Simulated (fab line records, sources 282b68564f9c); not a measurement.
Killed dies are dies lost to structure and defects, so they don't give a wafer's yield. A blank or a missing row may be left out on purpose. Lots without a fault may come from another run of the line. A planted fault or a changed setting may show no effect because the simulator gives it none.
One fault seen from 2 desks | flow rit_cmos | each desk has only its own numbers; what lay behind them comes last

THE TOOL OWNER'S DESK: furnace-03
The tool's own readings at RIT_GATE_OXIDATION_05 (target thk 3 nm, ox time 270 s): means of the sampled wafers that have a number, for each lot that ran on this tool. A lot is out of limits, marked OUT, if its mean lies more than 4 standard deviations from the usual mean; the brackets give that distance.
Columns: A = spike_tc_centre_C at RIT_GATE_OXIDATION_05, usual 902.6 C; B = spike_tc_load_C at RIT_GATE_OXIDATION_05, usual 927.0 C; C = spike_tc_source_C at RIT_GATE_OXIDATION_05, usual 922.8 C; D = zone_power_load_pct at RIT_GATE_OXIDATION_05, usual 29.2 %
lot  | first seen here | A               | B               | C               | D
L430 | day 3 14:17     | 902.7           | 926.7           | 922.8           | 27.8
L432 | day 3 20:51     | 903.8           | 927.7           | 922.4           | 28.2
L433 | day 4 02:02     | 903.7           | 927.6           | 921.3           | 28.2
L434 | day 4 10:51     | 903.3           | 927.6           | 922.6           | 28.1
L435 | day 4 19:05     | 903.5           | 927.5           | 923.4           | 28.1
L446 | day 6 22:50     | 886.8 (-12) OUT | 912.1 (-11) OUT | 906.8 (-13) OUT | 27.1
L447 | day 7 05:47     | 887.4 (-12) OUT | 911.6 (-12) OUT | 905.8 (-14) OUT | 26.7
This desk's finding: out of limits on L446, L447; first on L446, day 6 22:50 (spike_tc_centre_C at RIT_GATE_OXIDATION_05). In limits: L430, L432, L433, L434, L435.

THE METROLOGY DESK
What the gauges read, lot by lot, whatever tool the lot ran on: means of the sampled wafers that have a number. A lot is out of limits, marked OUT, if its mean lies more than 4 standard deviations from the usual mean; the brackets give that distance.
Columns: A = GATE_OXIDE_THK at RIT_GATE_THK_MEAS_07, usual 3.05 nm
lot  | first seen here | A
L425 | day 2 19:21     | 3.07
L427 | day 3 00:39     | 3.02
L428 | day 3 09:32     | 3.04
L429 | day 3 11:23     | 3.06
L430 | day 3 16:07     | 3.09
L432 | day 3 22:11     | 3.01
L433 | day 4 05:47     | 3.05
L434 | day 4 17:10     | 2.99
L435 | day 4 23:41     | 2.97
L436 | day 5 02:31     | 2.98
L437 | day 5 12:07     | 3.02
L442 | day 6 14:50     | 2.94
L446 | day 7 02:13     | 2.50 (-8.3) OUT
L447 | day 7 07:32     | 2.59 (-6.9) OUT
This desk's finding: out of limits on L446, L447; first on L446, day 7 02:13 (GATE_OXIDE_THK at RIT_GATE_THK_MEAS_07). In limits: L425, L427, L428, L429, L430, L432, L433, L434, L435, L436, L437, L442.

PUT TOGETHER
The tool owner's desk could have raised an alarm at day 6 22:50, on L446, L447.
The metrology desk could have raised an alarm at day 7 02:13, on L446, L447.
Of the lots named, all ran RIT_GATE_OXIDATION_05 on furnace-03.

WHAT THE SIMULATOR HAD PUT IN
Process parameter drift: furnace-03, from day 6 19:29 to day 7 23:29, at RIT_GATE_OXIDATION_05. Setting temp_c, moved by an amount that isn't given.
Lots struck among those shown: L446, L447.
Hours from the fault's start to each desk's first reading out of limits: the tool owner's desk, 3; the metrology desk, 7.
